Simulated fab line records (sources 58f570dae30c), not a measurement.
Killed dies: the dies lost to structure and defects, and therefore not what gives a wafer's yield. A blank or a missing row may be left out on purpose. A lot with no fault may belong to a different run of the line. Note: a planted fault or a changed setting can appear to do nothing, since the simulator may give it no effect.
Which tool did it? :: flow berkeley cmos170 :: 39 wafers from 13 lots sampled at 5 of the route's 331 steps

== WHAT EACH GAUGE READ, for each wafer ==
UCB170_NSD_OVL_MEAS_07. Usual: NSD_OVL gives 1 nm (standard deviation 5.3).
lot: L868
measured: day 6 15:08
on: overlay-02
NSD_OVL (nm): -3 5 -3
flag: 

lot: L867
measured: day 6 15:42
on: overlay-01
NSD_OVL (nm): -6 -6 3
flag: 

lot: L871
measured: day 6 23:51
on: overlay-01
NSD_OVL (nm): -3 -6 1
flag: 

lot: L872
measured: day 7 05:45
on: overlay-01
NSD_OVL (nm): 6 -6 7
flag: 

lot: L875
measured: day 7 20:17
on: overlay-01
NSD_OVL (nm): -7 -5 -7
flag: 

lot: L874
measured: day 7 21:56
on: overlay-01
NSD_OVL (nm): 4 9 12
flag: 

lot: L881
measured: day 9 03:21
on: overlay-02
NSD_OVL (nm): -1 6 8
flag: 

lot: L885
measured: day 10 03:37
on: overlay-01
NSD_OVL (nm): 6 0 11
flag: 

lot: L887
measured: day 10 16:59
on: overlay-02
NSD_OVL (nm): 7 11 13
flag: 

lot: L886
measured: day 10 16:59
on: overlay-01
NSD_OVL (nm): -3 2 -1
flag: 

lot: L888
measured: day 10 22:12
on: overlay-02
NSD_OVL (nm): -5 6 0
flag: 

lot: L890
measured: day 11 09:36
on: overlay-01
NSD_OVL (nm): 8 10 3
flag: 

lot: L889
measured: day 11 09:52
on: overlay-02
NSD_OVL (nm): 7 2 -5
flag: 

UCB170_V1_THK_MEAS_04. Usual: V1_POLISHED_THK gives 1000.7 nm (standard deviation 1.3).
lot: L868
measured: day 7 07:11
on: film metro-03
V1_POLISHED_THK (nm): 1000.9 1000.9 1000.5
flag: 

lot: L867
measured: day 7 07:30
on: film metro-04
V1_POLISHED_THK (nm): 1002.4 1000.4 1001.8
flag: 

lot: L871
measured: day 7 14:09
on: film metro-03
V1_POLISHED_THK (nm): 1339.9 1356.7 1348.1
flag: OFF

lot: L872
measured: day 7 20:56
on: film metro-03
V1_POLISHED_THK (nm): 1333.3 1336.0 1339.7
flag: OFF

lot: L875
measured: day 8 12:05
on: film metro-03
V1_POLISHED_THK (nm): 1341.8 1363.3 1344.9
flag: OFF

lot: L874
measured: day 8 12:23
on: film metro-04
V1_POLISHED_THK (nm): 1341.2 1355.9 1357.8
flag: OFF

lot: L881
measured: day 9 15:31
on: film metro-03
V1_POLISHED_THK (nm): 999.4 1000.3 999.5
flag: 

lot: L885
measured: day 10 18:50
on: film metro-02
V1_POLISHED_THK (nm): 1002.0 1002.5 999.3
flag: 

lot: L887
measured: day 11 06:20
on: film metro-04
V1_POLISHED_THK (nm): 1001.6 999.4 999.9
flag: 

lot: L886
measured: day 11 06:20
on: film metro-03
V1_POLISHED_THK (nm): 1000.7 1001.5 1000.9
flag: 

lot: L888
measured: day 11 13:21
on: film metro-04
V1_POLISHED_THK (nm): 999.3 1000.0 1001.0
flag: 

lot: L890
measured: day 11 23:32
on: film metro-02
V1_POLISHED_THK (nm): 1000.7 1000.3 1001.2
flag: 

lot: L889
measured: day 11 23:31
on: film metro-03
V1_POLISHED_THK (nm): 1001.6 999.0 999.6
flag: 

UCB170_V1_OVL_MEAS_13. Usual: V1_OVL gives 3 nm (standard deviation 5.4).
lot: L868
measured: day 7 08:43
on: overlay-02
V1_OVL (nm): 2 5 -2
flag: 

lot: L867
measured: day 7 09:05
on: overlay-02
V1_OVL (nm): 10 9 3
flag: 

lot: L871
measured: day 7 15:20
on: overlay-02
V1_OVL (nm): 2 -2 1
flag: 

lot: L872
measured: day 7 22:16
on: overlay-02
V1_OVL (nm): 2 -5 3
flag: 

lot: L875
measured: day 8 13:51
on: overlay-01
V1_OVL (nm): -1 6 4
flag: 

lot: L874
measured: day 8 14:08
on: overlay-01
V1_OVL (nm): -4 -8 -8
flag: 

lot: L881
measured: day 9 17:00
on: overlay-01
V1_OVL (nm): 3 4 -5
flag: 

lot: L885
measured: day 10 20:56
on: overlay-02
V1_OVL (nm): 5 9 7
flag: 

lot: L887
measured: day 11 08:22
on: overlay-01
V1_OVL (nm): 4 -6 -4
flag: 

lot: L886
measured: day 11 08:05
on: overlay-02
V1_OVL (nm): 2 -2 0
flag: 

lot: L888
measured: day 11 14:33
on: overlay-01
V1_OVL (nm): 6 8 3
flag: 

lot: L890
measured: day 12 00:44
on: overlay-01
V1_OVL (nm): 15 11 7
flag: 

lot: L889
measured: day 12 00:51
on: overlay-02
V1_OVL (nm): 8 8 2
flag: 

== TOOL THAT RAN EACH LOT (tool first, then ch and the chambers of the sampled wafers, then the start) ==
lot: L868
UCB170_SDANNEAL_RTA_00: rtp anneal-02 ch 0, day 6 16:34
UCB170_V1_CMP_02: cmp-02 ch 1,2,3, day 7 06:46

lot: L867
UCB170_SDANNEAL_RTA_00: rtp anneal-02 ch 0, day 6 19:23
UCB170_V1_CMP_02: cmp-02 ch 2,3, day 7 07:04

lot: L871
UCB170_SDANNEAL_RTA_00: rtp anneal-02 ch 0, day 7 01:14
UCB170_V1_CMP_02: cmp-01 ch 0,1,3, day 7 13:53

lot: L872
UCB170_SDANNEAL_RTA_00: rtp anneal-01 ch 0, day 7 08:52
UCB170_V1_CMP_02: cmp-01 ch 0,1,3, day 7 20:31

lot: L875
UCB170_SDANNEAL_RTA_00: rtp anneal-01 ch 0, day 7 21:47
UCB170_V1_CMP_02: cmp-01 ch 0,1,3, day 8 11:44

lot: L874
UCB170_SDANNEAL_RTA_00: rtp anneal-01 ch 0, day 7 23:11
UCB170_V1_CMP_02: cmp-01 ch 1,3, day 8 11:56

lot: L881
UCB170_SDANNEAL_RTA_00: rtp anneal-02 ch 0, day 9 04:37
UCB170_V1_CMP_02: cmp-02 ch 0,3, day 9 15:08

lot: L885
UCB170_SDANNEAL_RTA_00: rtp anneal-02 ch 0, day 10 04:53
UCB170_V1_CMP_02: cmp-01 ch 0,1,3, day 10 18:31

lot: L887
UCB170_SDANNEAL_RTA_00: rtp anneal-02 ch 0, day 10 18:29
UCB170_V1_CMP_02: cmp-02 ch 0,1,3, day 11 05:54

lot: L886
UCB170_SDANNEAL_RTA_00: rtp anneal-01 ch 0, day 10 18:20
UCB170_V1_CMP_02: cmp-01 ch 0,2, day 11 05:57

lot: L888
UCB170_SDANNEAL_RTA_00: rtp anneal-01 ch 0, day 10 23:37
UCB170_V1_CMP_02: cmp-02 ch 0,1,2, day 11 12:56

lot: L890
UCB170_SDANNEAL_RTA_00: rtp anneal-02 ch 0, day 11 10:51
UCB170_V1_CMP_02: cmp-02 ch 0,1, day 11 23:06

lot: L889
UCB170_SDANNEAL_RTA_00: rtp anneal-01 ch 0, day 11 11:10
UCB170_V1_CMP_02: cmp-01 ch 0,2,3, day 11 23:09
- UCB170_SDANNEAL_RTA_00: time 10 s.
- UCB170_V1_CMP_02: polishes SiO2.

== AS READ BY THE TOOLS THEMSELVES (means over the sampled wafers that have a number; for cases with no such wafer, the mark the record gives instead) ==
UCB170_SDANNEAL_RTA_00. Usual: lamp power pct 23.3 %, standard deviation 1; wafer_temp_C_max 903.8, standard deviation 1.3.
lot: L868
tool: rtp anneal-02
lamp power pct (%): 22.2
wafer_temp_C_max: 903.3
flag: 

lot: L867
tool: rtp anneal-02
lamp power pct (%): 22.2
wafer_temp_C_max: 903.2
flag: 

lot: L871
tool: rtp anneal-02
lamp power pct (%): 22.2
wafer_temp_C_max: 903.2
flag: 

lot: L872
tool: rtp anneal-01
lamp power pct (%): 24.3
wafer_temp_C_max: 904.6
flag: 

lot: L875
tool: rtp anneal-01
lamp power pct (%): 24.3
wafer_temp_C_max: 904.1
flag: 

lot: L874
tool: rtp anneal-01
lamp power pct (%): 24.3
wafer_temp_C_max: 904.8
flag: 

lot: L881
tool: rtp anneal-02
lamp power pct (%): 22.2
wafer_temp_C_max: 903.5
flag: 

lot: L885
tool: rtp anneal-02
lamp power pct (%): 22.2
wafer_temp_C_max: 903.1
flag: 

lot: L887
tool: rtp anneal-02
lamp power pct (%): 22.3
wafer_temp_C_max: 903.0
flag: 

lot: L886
tool: rtp anneal-01
lamp power pct (%): 24.3
wafer_temp_C_max: 904.1
flag: 

lot: L888
tool: rtp anneal-01
lamp power pct (%): 24.3
wafer_temp_C_max: 905.5
flag: 

lot: L890
tool: rtp anneal-02
lamp power pct (%): 22.2
wafer_temp_C_max: 902.7
flag: 

lot: L889
tool: rtp anneal-01
lamp power pct (%): 24.3
wafer_temp_C_max: 905.6
flag: 

UCB170_V1_CMP_02. Usual: motor current A at 17.2 A, with a standard deviation of 2.5.
lot: L868
tool: cmp-02
motor current A (A): 17.9
flag: 

lot: L867
tool: cmp-02
motor current A (A): 19.9
flag: 

lot: L871
tool: cmp-01
motor current A (A): 18.1
flag: 

lot: L872
tool: cmp-01
motor current A (A): 17.4
flag: 

lot: L875
tool: cmp-01
motor current A (A): 17.9
flag: 

lot: L874
tool: cmp-01
motor current A (A): 16.9
flag: 

lot: L881
tool: cmp-02
motor current A (A): 19.3
flag: 

lot: L885
tool: cmp-01
motor current A (A): 17.2
flag: 

lot: L887
tool: cmp-02
motor current A (A): 17.4
flag: 

lot: L886
tool: cmp-01
motor current A (A): 16.5
flag: 

lot: L888
tool: cmp-02
motor current A (A): 16.6
flag: 

lot: L890
tool: cmp-02
motor current A (A): 15.3
flag: 

lot: L889
tool: cmp-01
motor current A (A): 16.9
flag: 

== THE ANSWER, worked out from the rows above alone ==
Rule: lot off if the mean of its wafers having a number is beyond 3 standard deviations from the usual mean. A lot without any number at a reading at which 4 lots or more have one is off too. The other lots that the step has rows for count as sound. After the gauges, taken in route order, come the tools' own readings; for these a lot's mean is taken, as printed above. The first step at which some lot is off is used, and at that step the reading that is off furthest; a lot without a number counts as furthest.
Off: L871, L872, L875, L874, at UCB170_V1_THK_MEAS_04 (V1_POLISHED_THK).
A tool fits if, at a process step before that reading, it ran every lot that is off, and no sound lot after the first of them. Those tools and the gauges at UCB170_V1_THK_MEAS_04 are tried in the same way. Not one of the candidates tried fits.

== WHAT WAS PUT IN BY THE SIMULATOR ==
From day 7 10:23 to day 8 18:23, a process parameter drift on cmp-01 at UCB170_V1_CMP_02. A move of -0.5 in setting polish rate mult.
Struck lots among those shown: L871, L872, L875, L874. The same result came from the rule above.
